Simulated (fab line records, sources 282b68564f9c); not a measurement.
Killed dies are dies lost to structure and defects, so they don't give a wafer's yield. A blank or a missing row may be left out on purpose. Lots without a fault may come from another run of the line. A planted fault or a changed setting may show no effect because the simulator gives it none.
Which tool did it? | flow rit_cmos | 14 lots, 42 wafers sampled, at 2 steps of a route of 202

WHAT THE GAUGES READ, wafer by wafer
The record holds no reading of a measuring or inspecting step that can be judged against a usual standard deviation.

WHICH TOOL RAN EACH LOT (tool, then ch and the chambers of the sampled wafers, then the start)
lot  | RIT_NWELL_STRIP_09                  | RIT_M1_PROBE_99
L822 | plasma_asher-01 ch 0,1, day 2 01:46 | -
L823 | plasma_asher-04 ch 0,1, day 2 08:07 | -
L827 | plasma_asher-01 ch 0,1, day 3 04:10 | prober-01, day 4 16:18
L829 | plasma_asher-04 ch 0,1, day 3 14:01 | prober-01, day 5 04:22
L830 | plasma_asher-04 ch 0,1, day 3 17:44 | prober-02, day 5 10:37
L831 | plasma_asher-02 ch 0, day 3 22:41   | prober-01, day 5 13:59
L832 | plasma_asher-01 ch 0,1, day 4 05:30 | prober-02, day 5 16:44
L833 | plasma_asher-04 ch 0,1, day 4 09:10 | -
L834 | plasma_asher-01 ch 0,1, day 4 14:09 | -
L835 | plasma_asher-02 ch 0, day 4 18:47   | prober-01, day 6 12:25
L836 | plasma_asher-01 ch 0, day 5 00:13   | prober-02, day 6 15:10
L837 | plasma_asher-01 ch 0,1, day 5 05:11 | prober-01, day 6 20:12
L843 | plasma_asher-04 ch 0,1, day 6 11:36 | prober-01, day 7 23:10
L844 | plasma_asher-04 ch 0,1, day 6 18:41 | prober-02, day 8 07:38
- RIT_NWELL_STRIP_09: strips in O2, time 180 s.
- RIT_M1_PROBE_99

WHAT THE TOOLS THEMSELVES READ (means of the sampled wafers that have a number; where no wafer has one, the mark that the record gives instead)
RIT_NWELL_STRIP_09. Usual: drypump_motor_current_A 6.03 A, standard deviation 0.27.
lot  | tool            | drypump_motor_current_A (A) | flag
L822 | plasma_asher-01 | 5.91                        |
L823 | plasma_asher-04 | 6.03                        |
L827 | plasma_asher-01 | 5.91                        |
L829 | plasma_asher-04 | 6.04                        |
L830 | plasma_asher-04 | 6.20                        |
L831 | plasma_asher-02 | 5.85                        |
L832 | plasma_asher-01 | 5.90                        |
L833 | plasma_asher-04 | 6.03                        |
L834 | plasma_asher-01 | 6.09                        |
L835 | plasma_asher-02 | 5.84                        |
L836 | plasma_asher-01 | 6.31                        |
L837 | plasma_asher-01 | 5.91                        |
L843 | plasma_asher-04 | 6.21                        |
L844 | plasma_asher-04 | 6.22                        |

RIT_M1_PROBE_99. Usual: killed_at_contacts 0.1, standard deviation 0.31; killed_at_front_end 7, standard deviation 3.3; killed_dies 7, standard deviation 3.3; killed_on_rim 1.9, standard deviation 1.5; killed_open 3.4, standard deviation 2.2; killed_short 3.5, standard deviation 2.
lot  | tool      | killed_at_contacts | killed_at_front_end | killed_dies | killed_on_rim | killed_open | killed_short | flag
L827 | prober-01 | 0.0                | 7                   | 7           | 2.0           | 5.3         | 2.0          |
L829 | prober-01 | 0.0                | 6                   | 6           | 1.7           | 3.0         | 3.3          |
L830 | prober-02 | 0.3                | 11                  | 11          | 1.7           | 5.7         | 5.7          |
L831 | prober-01 | 0.0                | 9                   | 9           | 2.3           | 4.7         | 4.0          |
L832 | prober-02 | 0.0                | 8                   | 8           | 0.7           | 3.7         | 4.0          |
L835 | prober-01 | 0.0                | 4                   | 4           | 1.0           | 3.3         | 1.0          |
L836 | prober-02 | 0.0                | 6                   | 6           | 1.3           | 3.3         | 2.7          |
L837 | prober-01 | 0.0                | 4                   | 4           | 1.0           | 3.0         | 1.3          |
L843 | prober-01 | 0.0                | 26                  | 26          | 5.7           | 1.0         | 2.7          | OFF
L844 | prober-02 | 0.0                | 27                  | 27          | 5.3           | 2.0         | 4.0          | OFF

THE ANSWER, worked out from the rows above alone
Rule: a lot is off if the mean of its wafers that have a number lies more than 3 standard deviations from the usual mean. A lot without any number at a reading at which 4 lots or more have one is off too. The other lots that the step has rows for count as sound. The gauges are gone through in route order, then the tools' own readings, and for those a lot's mean is taken as printed above. The first step at which some lot is off is used, and at that step the reading that is off furthest; a lot without a number counts as furthest.
Off: L843, L844, at RIT_M1_PROBE_99 (killed_at_front_end). Neither off nor sound, because the step has no rows for them: L822, L823, L833, L834.
A tool fits if, at that step or a process step before it, it ran every lot that is off, and no sound lot after the first of them. One fits: plasma_asher-04 at RIT_NWELL_STRIP_09. Its last sound lot is L830 (day 3 17:44), its first lot that is off L843 (day 6 11:36): a fault that began between those two fits.

WHAT THE SIMULATOR HAD PUT IN
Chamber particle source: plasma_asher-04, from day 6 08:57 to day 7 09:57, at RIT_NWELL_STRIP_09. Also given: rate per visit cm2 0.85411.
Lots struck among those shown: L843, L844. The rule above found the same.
